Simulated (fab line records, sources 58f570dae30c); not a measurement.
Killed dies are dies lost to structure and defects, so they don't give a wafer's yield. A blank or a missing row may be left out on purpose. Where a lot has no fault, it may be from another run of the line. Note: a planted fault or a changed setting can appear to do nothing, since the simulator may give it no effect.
Problem report in the 8D (eight disciplines) form, filled by code ; flow berkeley_cmos170 ; the parts of the form that need people (team, actions taken, sign-off) are left out

1. WHAT WENT WRONG
Wafers without a fault read 0.855 a.u., standard deviation 0.011; oes_product_au at UCB170_M3_METAL_ETCH_18 reads a mean of 0.921 a.u. on 2 wafers belonging to 2 lots. That puts it +6.0 standard deviations away from the usual mean.
The step: etches Al in Cl2/BCl3, stops on SiO2, target depth 1170 nm, time 195 s.
Earliest sighting: wafer L874.4 on rie_metal-01 at day 9 21:24. Wafers with a number at this step in the record: 42, from 14 lots. By rule, "out" or "out of limits" means more than 4 standard deviations away from the usual mean. The rest of the wafers with a number are treated as sound.

2. WHAT THIS IS AND IS NOT
question;is;is not
which readings at this step;oes_product_au;bcl3_flow_sccm, drypump_motor_current_A, throttle_valve_pct
which lots;L874, L876;L865, L866, L867, L869, L870, L879, L880, L881, L883, L884, L887, L888
which wafers of those lots;L874.4, L876.6;L874.2, L874.3, L876.1, L876.3
read on which tools;rie_metal-01;rie_metal-02, rie_metal-04
when;from day 9 21:24;"up to then (17 sound wafers); but 23 sound wafers of L876, L879, L880, L881, L883, L884, L887, L888 came after"

3. THE SUSPECTS, EACH WITH WHAT RULES IT OUT
Counting: a tool at a process step up to the reading stays a suspect if it ran every lot that is out. Sound lots after the first of them don't rule it out here, since some wafers of a struck lot are sound.
- rie_metal-01 at UCB170_M3_METAL_ETCH_18 (etches Al in Cl2/BCl3, stops on SiO2, target depth 1170 nm, time 195 s): kept. It processed each lot that is out (first: L874, day 9 21:24); up to then, its last sound lot is L869 (day 8 14:41). Its own readings are out on those wafers: oes_product_au.
- At UCB170_M3_METAL_ETCH_18 on rie_metal-01, chamber 1 took the sound wafers of the same lots and chamber 0 took the wafers that are out.
Remaining after the count: rie_metal-01 at UCB170_M3_METAL_ETCH_18.

4. THE CAUSE (what the simulator had put in)
rie_metal-01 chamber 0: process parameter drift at UCB170_M3_METAL_ETCH_18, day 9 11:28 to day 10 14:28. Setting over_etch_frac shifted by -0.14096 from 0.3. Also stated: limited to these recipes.
The count eliminated every tool but this one.

5. SEQUENCE OF EFFECTS, ordered by route
Rows list readings where the struck wafers' mean (over those with a number) sits beyond 3 standard deviations from the usual. Only readings whose record carries a usual standard deviation are examined. hours: median over the lots of the time between each lot's start at the first step of this table that gives one and its start at this step. sigmas: the change, counted in usual standard deviations.
hours;step;reading;usual;on struck wafers;change;sigmas
0;UCB170_M3_METAL_ETCH_18;oes_product_au;0.855 a.u.;0.921;+0.066;+6.0
0;UCB170_M3_STRIP_19;oes_product_au;0.547 a.u.;0.632;+0.085;+4.7
Its process steps:
- UCB170_M3_METAL_ETCH_18: etches Al in Cl2/BCl3, stops on SiO2, target depth 1170 nm, time 195 s.
- UCB170_M3_STRIP_19: strips in O2.

6. WHAT WOULD HAVE CAUGHT IT SOONER
The fault began at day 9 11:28; the first out-of-limits reading in this record came at day 9 21:24, 10 hours later.
